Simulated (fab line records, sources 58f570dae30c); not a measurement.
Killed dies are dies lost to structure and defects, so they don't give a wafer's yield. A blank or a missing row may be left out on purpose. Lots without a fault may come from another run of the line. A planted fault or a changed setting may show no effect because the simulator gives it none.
fab line records | flow berkeley_cmos170
record lots=7 wafers=21 last_day=11
route steps=331 shown CONTACT@232 M1@238
lots that met no fault: from a run of the same line without faults
start_h: hours from the record's first day to the start of the lot's first wafer shown | wait_h: hours since the lot's step before | " the same as in the row above | L1.1+2: a row that stands for several wafers | - no value, or no start given | * or withheld: withheld | < > ~ a bound
route shown NAME@n: a module of which the file shows steps, and the number in the route of the first | usual: mean/standard deviation of fault-free wafers | same: alike in all rows | chamber/n: place in a boat | sites: the reading at each site | _std_site: their standard deviation | _edge_site: outer sites' mean less inner sites' | radius_mm: how far each site lies from the wafer's centre | mask NAME#n: copy n | behind: the tool/chamber that last shaped the wafer | hold: why the lot was held/for how many hours/how that ended | device: the transistor (n, p or np) that didn't switch | end of line: the same wafers' tests at the end of the route | a step without rows: its recipe alone | killed: dies lost to structure and defects at the first sort, not the wafer's yield | map: a wafer's dies, x killed, . not, _ none there
set.NAME: the setting as run; set.NAME@STEP: as run at that earlier step | model.NAME: the simulator's own value behind a step, which no gauge read
lots at some steps of the route; a table a step, a row a wafer
services: from which hour (start_h, from the record's first day; less than 0 if before it) a tool's chamber was out of use, for how many hours, and why
## steps
# step UCB170_CONTACT_OVL_MEAS_16
# usual CONTACT_OVL=2/4.8
# columns lot.wafer tool chamber start_h wait_h CONTACT_OVL[nm]
L643.4 overlay-02 - 127.96 0.1 -14
L643.5 " - " " -5
L643.6 " - " " -9
L654.1 overlay-01 - 195.02 0.1 -2
L654.3 " - " " 7
L654.6 " - " " -1
L653.3 overlay-02 - 195.72 0.1 3
L653.5 " - " " -1
L653.6 " - " " 0
L655.1 overlay-01 - 198.66 0.1 7
L655.3 " - " " 6
L655.6 " - " " 5
L661.3 overlay-02 - 236.91 0.1 2
L661.4 " - " " 2
L661.6 " - " " 1
L662.1 overlay-01 - 248.89 0.1 4
L662.3 " - " " 7
L662.6 " - " " 3
L666.3 overlay-02 - 256.10 0.1 7
L666.5 " - " " 11
L666.6 " - " " -3
# step UCB170_CONTACT_ETCH_17
# recipe chemistry=N2/H2 target_depth_a=withheld overetch_a=withheld target=BARC time_s=withheld source_w=500 bias_w=100 pressure_mtorr=30 n2_flow_sccm=100 h2_flow_sccm=200
# usual drypump_motor_current_A=6.0/0.42 n2_flow_sccm=99.97/0.29 oes_product_au=0.995/0.023 throttle_valve_pct=13.37/0.23
# columns lot.wafer tool chamber start_h wait_h drypump_motor_current_A n2_flow_sccm oes_product_au throttle_valve_pct
L643.4 rie_diel-02 3 127.98 0.0 5.8 99.76 0.994 13.51
L643.5 " 0 " " 5.5 100.35 1.013 13.65
L643.6 " 3 " " 5.7 99.72 1.004 13.50
L654.1 rie_diel-02 1 195.06 0.0 5.4 100.11 1.016 13.09
L654.3 " 3 " " 5.8 100.13 1.005 13.51
L654.6 " 0 " " 5.5 99.96 1.014 13.69
L653.3 rie_diel-03 0 195.75 0.0 6.7 100.78 0.981 13.43
L653.5 " 0 " " 6.7 100.08 0.989 13.44
L653.6 " 1 " " 5.8 100.26 0.959 13.59
L655.1 rie_diel-04 3 198.70 0.0 6.5 100.29 1.005 13.62
L655.3 " 1 " " 6.1 99.76 0.982 13.31
L655.6 " 3 " " 6.5 99.78 1.003 13.62
L661.3 rie_diel-02 3 236.94 0.0 5.7 100.14 0.984 13.52
L661.4 " 2 " " 5.4 99.89 1.058 12.85
L661.6 " 1 " " 5.4 99.60 1.003 13.08
L662.1 rie_diel-02 2 248.92 0.0 5.4 100.41 1.047 12.86
L662.3 " 3 " " 5.8 99.52 0.989 13.51
L662.6 " 2 " " 5.4 100.35 1.053 12.88
L666.3 rie_diel-03 2 256.13 0.0 6.6 99.90 0.960 13.54
L666.5 " 1 " " 5.8 99.57 0.974 13.57
L666.6 " 0 " " 6.7 99.92 0.980 13.43
# step UCB170_CONTACT_ETCH_18
# recipe chemistry=CHF3/CF4/Ar target=PSG stop_on=TiSi2 CHF3_flow_sccm=45 cf4_flow_sccm=15 Ar_flow_sccm=150 pressure_mtorr=200 rf_w=700 target_depth_a=8400 over_etch_frac=0.2 time_s=195
# usual drypump_motor_current_A=6.0/0.42 oes_product_au=0.886/0.016 throttle_valve_pct=6.95/0.13
# columns lot.wafer tool chamber start_h wait_h drypump_motor_current_A oes_product_au rf_hours_counter_h throttle_valve_pct
L643.4 rie_diel-02 3 - - 5.8 0.882 131 7.05
L643.5 " 0 " " 5.5 0.873 - 7.18
L643.6 " 3 " " 5.8 0.876 - 7.06
L654.1 rie_diel-02 1 - - 5.4 0.886 51 6.94
L654.3 " 3 " " 5.8 0.886 134 7.04
L654.6 " 0 " " 5.4 0.889 - 7.17
L653.3 rie_diel-03 0 - - 6.7 0.867 76 6.95
L653.5 " 0 " " 6.7 0.860 - 6.95
L653.6 " 1 " " 5.8 0.857 - 6.98
L655.1 rie_diel-04 3 - - 6.5 0.904 140 7.11
L655.3 " 1 " " 6.1 0.891 74 6.87
L655.6 " 3 " " 6.4 0.908 - 7.10
L661.3 rie_diel-02 3 - - 5.8 0.887 136 7.05
L661.4 " 2 " " 5.4 0.921 - 6.68
L661.6 " 1 " " 5.4 0.893 - 6.91
L662.1 rie_diel-02 2 - - 5.4 0.909 128 6.67
L662.3 " 3 " " 5.8 0.880 137 7.05
L662.6 " 2 " " 5.4 0.927 - 6.67
L666.3 rie_diel-03 2 - - 6.6 0.865 102 7.06
L666.5 " 1 " " 5.8 0.872 - 6.97
L666.6 " 0 " " 6.7 0.880 - 6.95
# step UCB170_CONTACT_STRIP_19
# recipe chemistry=O2 power_w=400 pressure_mtorr=3500 platen_temp_c=withheld o2_flow_sccm=400 overash_fraction=0.5
# usual drypump_motor_current_A=5.58/0.26 oes_product_au=0.726/0.004
# columns lot.wafer tool chamber start_h wait_h drypump_motor_current_A oes_product_au rf_hours_counter_h
L643.4 plasma_asher-02 0 128.18 - 5.55 0.731 -
L643.5 " 1 " " 5.53 0.724 -
L643.6 " 0 " " 5.53 0.721 -
L654.1 plasma_asher-02 0 195.22 - 5.55 0.732 44
L654.3 " 1 " " 5.55 0.729 -
L654.6 " 1 " " 5.53 0.725 -
L653.3 plasma_asher-02 0 195.95 - 5.60 0.727 -
L653.5 " 0 " " 5.56 0.724 -
L653.6 " 1 " " 5.52 0.721 -
L655.1 plasma_asher-03 0 198.87 - 5.39 0.727 9
L655.3 " 1 " " 5.71 0.723 -
L655.6 " 0 " " 5.42 0.730 -
L661.3 plasma_asher-04 1 237.14 - 5.24 0.730 -
L661.4 " 0 " " 6.03 0.723 -
L661.6 " 0 " " 6.01 0.721 -
L662.1 plasma_asher-04 0 249.09 - 6.03 0.720 61
L662.3 " 0 " " 6.03 0.723 -
L662.6 " 1 " " 5.24 0.724 -
L666.3 plasma_asher-04 1 256.33 - 5.22 0.724 -
L666.5 " 1 " " 5.23 0.723 -
L666.6 " 0 " " 6.04 0.722 -
# step UCB170_CONTACT_CD_MEAS_90
# recipe target_cd_nm=700
# usual cd_nm=699.6/1.6
# columns lot.wafer tool chamber start_h wait_h cd_nm
L643.4 cd_sem-01 - 128.32 0.1 699.9
L643.5 " - " " 702.9
L643.6 " - " " 701.7
L654.1 cd_sem-02 - 195.32 0.1 699.5
L654.3 " - " " 701.2
L654.6 " - " " 699.7
L653.3 cd_sem-02 - 196.05 0.1 700.0
L653.5 " - " " 701.2
L653.6 " - " " 697.4
L655.1 cd_sem-01 - 198.97 0.1 699.7
L655.3 " - " " 698.0
L655.6 " - " " 699.0
L661.3 cd_sem-02 - 237.24 0.1 698.2
L661.4 " - " " 699.6
L661.6 " - " " 698.4
L662.1 cd_sem-01 - 249.19 0.1 700.7
L662.3 " - " " 699.8
L662.6 " - " " 700.2
L666.3 cd_sem-02 - 256.43 0.1 700.6
L666.5 " - " " 702.8
L666.6 " - " " 702.3
# step UCB170_CONTACT_CLEAN_20
# recipe chemistry=SPM temp_c=120 time_s=600
# step UCB170_M1_SPUTTER_00
# recipe material=Al target_thk_nm=600 time_s=80 power_w=6000 chamber_pressure_pa=0.5
# usual throttle_valve_pct=29.7/0.52
# columns lot.wafer tool chamber start_h wait_h throttle_valve_pct
L643.4 pvd_sputter-03 - 128.55 0.0 29.5
L643.5 " - " " 29.6
L643.6 " - " " 29.8
L654.1 pvd_sputter-01 - 195.62 0.0 28.9
L654.3 " - " " 29.6
L654.6 " - " " 30.6
L653.3 pvd_sputter-03 - 197.65 0.0 29.1
L653.5 " - " " 29.5
L653.6 " - " " 29.6
L655.1 pvd_sputter-02 - 199.28 0.0 30.8
L655.3 " - " " 29.3
L655.6 " - " " 29.2
L661.3 pvd_sputter-01 - 237.50 0.0 30.7
L661.4 " - " " 29.7
L661.6 " - " " 29.0
L662.1 pvd_sputter-03 - 249.77 0.0 29.8
L662.3 " - " " 29.3
L662.6 " - " " 29.7
L666.3 pvd_sputter-02 - 256.74 0.0 28.8
L666.5 " - " " 31.0
L666.6 " - " " 29.5
# step UCB170_M1_RS_MEAS_01
# recipe thk_meas_gauge=four-point-probe reads=Al_of_M1_SPUTTER_00
# usual M1_AL_RS=0.0486/0.00067
# columns lot.wafer tool chamber start_h wait_h M1_AL_RS[ohm/sq]
L643.4 film_metro-03 - 128.68 0.1 0.0496
L643.5 " - " " 0.0494
L643.6 " - " " 0.0494
L654.1 film_metro-03 - 195.68 0.0 0.0477
L654.3 " - " " 0.0485
L654.6 " - " " 0.0478
L653.3 film_metro-03 - 197.76 0.1 0.0472
L653.5 " - " " 0.0484
L653.6 " - " " 0.0486
L655.1 film_metro-03 - 199.34 0.0 0.0493
L655.3 " - " " 0.0490
L655.6 " - " " 0.0488
L661.3 film_metro-03 - 237.60 0.1 0.0467
L661.4 " - " " 0.0482
L661.6 " - " " 0.0477
L662.1 film_metro-01 - 249.83 0.0 0.0491
L662.3 " - " " 0.0479
L662.6 " - " " 0.0488
L666.3 film_metro-03 - 256.84 0.1 0.0488
L666.5 " - " " 0.0484
L666.6 " - " " 0.0483
# step UCB170_M1_THK_MEAS_02
# recipe thk_meas_gauge=xrf reads=Al_of_M1_SPUTTER_00
# usual M1_AL_THK=595/8.2
# columns lot.wafer tool chamber start_h wait_h M1_AL_THK[nm]
L643.4 film_metro-03 - 128.77 0.1 582
L643.5 " - " " 586
L643.6 " - " " 581
L654.1 film_metro-03 - 195.80 0.1 609
L654.3 " - " " 594
L654.6 " - " " 605
L653.3 film_metro-03 - 197.86 0.1 611
L653.5 " - " " 596
L653.6 " - " " 595
L655.1 film_metro-03 - 199.46 0.1 587
L655.3 " - " " 592
L655.6 " - " " 591
L661.3 film_metro-03 - 237.70 0.1 614
L661.4 " - " " 594
L661.6 " - " " 605
L662.1 film_metro-01 - 249.95 0.1 593
L662.3 " - " " 607
L662.6 " - " " 598
L666.3 film_metro-03 - 256.94 0.1 593
L666.5 " - " " 595
L666.6 " - " " 598
# step UCB170_M1_COAT_03
# recipe resist=BARC temp_c=withheld time_s=withheld spin_rpm=3000 resist_thk_nm=withheld
# step UCB170_M1_COAT_04
# recipe resist=KrF spin_rpm=1500 resist_thk_nm=900
# step UCB170_M1_SOFTBAKE_05
# recipe resist=KrF temp_c=130 time_s=60
# step UCB170_M1_EXPOSE_06
# recipe mask_id=METAL1 target_cd_nm=700 na=0.5 sigma_outer=0.6 source_shape=conventional dose_mj=21
# usual exposure_dose_mJ_cm2=21.001/0.021 focus_offset_nm=0.0/0.54 stage_vel_mm_s=500.01/0.26
# columns lot.wafer tool chamber start_h wait_h mask exposure_dose_mJ_cm2 focus_offset_nm stage_vel_mm_s
L643.4 krf_scanner-01 0 129.90 - METAL1#0 21.033 0.1 500.32
L643.5 " 0 " " METAL1#0 20.985 1.2 500.36
L643.6 " 0 " " METAL1#0 21.008 -0.4 500.39
L654.1 krf_scanner-01 - 196.50 - METAL1#0 - - -
L654.3 " - " " METAL1#0 - - -
L654.6 " - " " METAL1#0 - - -
L653.3 krf_scanner-01 - 198.38 - METAL1#0 - - -
L653.5 " - " " METAL1#0 - - -
L653.6 " - " " METAL1#0 - - -
L655.1 krf_scanner-02 - 200.09 - METAL1#0 - - -
L655.3 " - " " METAL1#0 - - -
L655.6 " - " " METAL1#0 - - -
L661.3 krf_scanner-01 0 238.61 - METAL1#0 20.991 -0.6 499.71
L661.4 " 0 " " METAL1#0 20.965 -0.7 499.94
L661.6 " 0 " " METAL1#0 21.003 -1.4 499.61
L662.1 krf_scanner-02 0 250.58 - METAL1#0 21.000 0.2 499.62
L662.3 " 0 " " METAL1#0 21.004 -0.6 500.17
L662.6 " 0 " " METAL1#0 21.004 -0.4 499.62
L666.3 krf_scanner-02 0 257.60 - METAL1#0 20.986 0.0 500.29
L666.5 " 0 " " METAL1#0 21.017 -0.2 500.34
L666.6 " 0 " " METAL1#0 20.992 0.3 499.97
# step UCB170_M1_PEB_07
# recipe peb_temp_c=130 peb_time_s=withheld resist=KrF
## services
# columns tool chamber start_h hours kind
rie_diel-03 - 103.99 0.5 repair
krf_scanner-01 - 104.78 1.3 pm
krf_scanner-01 - 106.19 4.1 repair
rie_diel-02 0 111.70 6.0 repair
krf_scanner-02 - 118.17 14.8 repair
pvd_sputter-01 - 121.00 2.6 repair
krf_scanner-01 - 128.88 0.6 repair
rie_diel-03 1 133.11 6.4 repair
pvd_sputter-02 - 163.29 8.2 repair
krf_scanner-01 - 182.40 1.9 repair
rie_diel-04 2 190.40 9.5 repair
plasma_asher-02 - 205.49 1.3 repair
rie_diel-02 1 205.79 10.0 repair
rie_diel-02 2 206.95 8.6 repair
krf_scanner-02 - 211.42 1.6 repair
krf_scanner-01 - 216.96 3.3 repair
pvd_sputter-01 - 226.87 0.7 repair
pvd_sputter-02 - 229.64 12.9 repair
krf_scanner-02 - 230.42 1.3 pm
krf_scanner-01 - 233.52 0.8 pm
rie_diel-02 0 235.37 4.8 repair
krf_scanner-02 - 236.55 4.0 pm
krf_scanner-02 - 240.57 1.0 pm
rie_diel-02 1 253.60 7.4 repair
## key
first_sign step=UCB170_M1_EXPOSE_06 reading=tool_record direction=missing
effect none on later readings
met_at UCB170_M1_EXPOSE_06
struck_wafers L653.3,L653.5,L653.6,L654.1,L654.3,L654.6,L655.1,L655.3,L655.6
later_rows_left_out L653.3,L653.5,L653.6,L654.1,L654.3,L654.6,L655.1,L655.3,L655.6
sort_left_out L653.3,L653.5,L653.6,L654.1,L654.3,L654.6,L655.1,L655.3,L655.6
onset_between 129.90 196.50
fault kind=skipped_step_whole tool=krf_scanner-01,krf_scanner-02 chamber=- onset_h=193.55 steps=UCB170_M1_EXPOSE_06 scope=struck_lots_only
# sort_left_out: the simulated sort isn't trusted on such a fault, so these wafers' sort isn't shown, and their yield isn't known
# later_rows_left_out: the simulator's readings of these wafers behind a module that went badly wrong aren't trusted and aren't shown, but for the sort
